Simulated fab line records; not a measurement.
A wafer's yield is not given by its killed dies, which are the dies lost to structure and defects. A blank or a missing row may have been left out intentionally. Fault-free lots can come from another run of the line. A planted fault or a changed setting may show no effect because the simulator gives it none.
One fault seen from 2 desks -- flow berkeley cmos170 -- only its own numbers are on each desk; what lay behind them is given at the end

## DESK OF THE TOOL OWNER: litho track-01
The tool's own readings at UCB170_V1_PEB_10, given as means over the sampled wafers that have a number, one for each lot that went through this tool. The brackets show how far a lot's mean lies from the usual mean; more than 4 standard deviations puts the lot out of limits, marked OUT.
Columns: A = chill plate temp C at UCB170_V1_PEB_10, usual 22.98 C; B = heater power total W at UCB170_V1_PEB_10, usual 56.81 W; C = plate temp C at UCB170_V1_PEB_10, usual 130.02 C
lot,first seen here,A,B,C
L507,day 8 00:26,22.89,56.79,130.10
L512,day 8 18:46,22.98,56.80,130.03
L514,day 8 21:40,23.01,56.79,130.05
L519,day 10 03:37,22.99,63.87 (+99 or more) OUT,142.13 (+99 or more) OUT
L517,day 10 05:35,23.08,63.87 (+99 or more) OUT,142.31 (+99 or more) OUT
This desk finds L517, L519 out of limits, L519 being first, at day 10 03:37 (heater power total W at UCB170_V1_PEB_10). L507, L512, L514 stayed within limits.

## AT THE METROLOGY DESK
What the gauges read for every lot (on any tool): the sampled wafers with a number, averaged. The brackets show how far a lot's mean lies from the usual mean; more than 4 standard deviations puts the lot out of limits, marked OUT.
Columns: A = NSD_TW at UCB170_NSD_TW_MEAS_10, usual 4167; B = cd nm at UCB170_M1_CD_MEAS_09, usual 699.9 nm; C = cd nm at UCB170_V1_CD_MEAS_12, usual 700.2 nm
lot,first seen here,A,B,C
L504,day 6 10:08,4193,699.2,699.8
L505,day 7 00:35,4209,697.7,701.6
L506,day 7 00:48,4133,701.3,698.2
L509,day 7 08:18,4135,698.7,699.2
L507,day 7 08:35,4202,699.7,701.7
L508,day 7 09:11,4182,697.6,699.9
L510,day 7 22:42,4193,702.4,700.7
L511,day 7 23:05,4137,700.6,702.5
L512,day 8 02:59,4095,699.2,699.0
L514,day 8 05:10,4208,698.6,698.9
L513,day 8 05:19,4162,698.6,702.6
L517,day 9 12:14,4211,699.1,750.0 (+36) OUT
L519,day 9 12:32,4176,702.4,752.0 (+37) OUT
L527,day 10 19:12,4139,701.3,699.1
This desk finds L517, L519 out of limits, L519 being first, at day 10 03:53 (cd nm at UCB170_V1_CD_MEAS_12). L504, L505, L506, L509, L507, L508, L510, L511, L512, L514, L513, L527 stayed within limits.

## PUT TOGETHER
On L517, L519, at day 10 03:37, an alarm was possible from the tool owner's desk.
The metrology desk could have raised an alarm at day 10 03:53, on L517, L519.
Every lot named ran UCB170_V1_PEB_10 on litho track-01.

## WHAT WAS PUT IN BY THE SIMULATOR
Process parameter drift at UCB170_V1_PEB_10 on litho track-01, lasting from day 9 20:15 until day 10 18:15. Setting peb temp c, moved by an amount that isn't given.
Shown lots that were struck: L517, L519.
Counting hours from when the fault started, the first reading out of limits came at 7 for the tool owner's desk and at 8 for the metrology desk.
